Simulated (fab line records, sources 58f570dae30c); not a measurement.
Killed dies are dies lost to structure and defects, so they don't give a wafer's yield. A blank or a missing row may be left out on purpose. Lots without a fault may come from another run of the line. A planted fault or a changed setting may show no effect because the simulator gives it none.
Split-lot experiment | flow berkeley_cmos170 | 5 lots, 23 wafers read, on a route of 331 steps

THE SPLIT
At UCB170_START_OXIDATION_02 (target thk 20 nm, ox time 1800 s), the setting ox_time_s was moved away from the recipe's 1800 s on 15 of the 23 wafers read, by -12.5% to +6.8%. The other wafers ran this setting at the recipe's value.

The file shows no step between the split and the reading.

THE READING
START_OXIDE_THK, in nm, at UCB170_START_THK_MEAS_03. Fault-free wafers of this fab line usually give 19.82 nm, standard deviation 0.27 nm.

wafer  | tool, chamber at the split | ox_time_s as run, s | against the recipe | START_OXIDE_THK, nm | against lot-mates on the recipe
L076.1 | -, -                       | 1800                | recipe             | 19.95               | -
L076.2 | -, -                       | 1800                | recipe             | 20.18               | -
L076.3 | -, -                       | 1800                | recipe             | 19.73               | -
L076.4 | -, -                       | 1800                | recipe             | 19.81               | -
L076.6 | -, -                       | 1800                | recipe             | 20.05               | -
L077.1 | furnace-02, 0              | 1800                | recipe             | 19.84               | -
L077.4 | furnace-02, 0              | 1800                | recipe             | 19.66               | -
L077.5 | furnace-02, 0              | 1800                | recipe             | 19.99               | -
L079.1 | -, -                       | 1575                | -12.5%             | 18.43               | no lot-mate on the recipe
L079.2 | -, -                       | 1575                | -12.5%             | 18.81               | no lot-mate on the recipe
L079.3 | -, -                       | 1575                | -12.5%             | 18.39               | no lot-mate on the recipe
L079.4 | -, -                       | 1575                | -12.5%             | 18.41               | no lot-mate on the recipe
L079.6 | -, -                       | 1575                | -12.5%             | 18.27               | no lot-mate on the recipe
L080.1 | -, -                       | 1922                | +6.8%              | 20.33               | no lot-mate on the recipe
L080.2 | -, -                       | 1922                | +6.8%              | 20.39               | no lot-mate on the recipe
L080.3 | -, -                       | 1922                | +6.8%              | 20.52               | no lot-mate on the recipe
L080.4 | -, -                       | 1922                | +6.8%              | 20.26               | no lot-mate on the recipe
L080.5 | -, -                       | 1922                | +6.8%              | 20.68               | no lot-mate on the recipe
L082.1 | -, -                       | 1673                | -7.1%              | 19.12               | no lot-mate on the recipe
L082.2 | -, -                       | 1673                | -7.1%              | 18.87               | no lot-mate on the recipe
L082.4 | -, -                       | 1673                | -7.1%              | 19.38               | no lot-mate on the recipe
L082.5 | -, -                       | 1673                | -7.1%              | 18.86               | no lot-mate on the recipe
L082.6 | -, -                       | 1673                | -7.1%              | 18.94               | no lot-mate on the recipe

THE FIT
A straight line over all 23 wafers: START_OXIDE_THK changes by +0.105 nm for each +1% of ox_time_s; r = +0.97; the points scatter about the line by 0.19 nm.
Too few moved wafers have a lot-mate on the recipe to fit a line with each lot's own level taken away.

THE WHOLE CHAIN: every reading that the file lists as answering this split, in the file's order
step                      | what it does                     | reading                                                                            | change (the file's fit)               | r (the file's)
UCB170_START_OXIDATION_02 | target thk 20 nm, ox time 1800 s | SiO2_of_START_OXIDATION_02.thk_nm (the simulator's own value, which no gauge read) | +0.105 nm for each +1% of the setting | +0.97
UCB170_START_THK_MEAS_03  |                                  | START_OXIDE_THK                                                                    | +0.105 for each +1% of the setting    | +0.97

THE FILE'S OWN FIT
START_OXIDE_THK changes by +0.105 nm for each +1% of ox_time_s, r = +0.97.
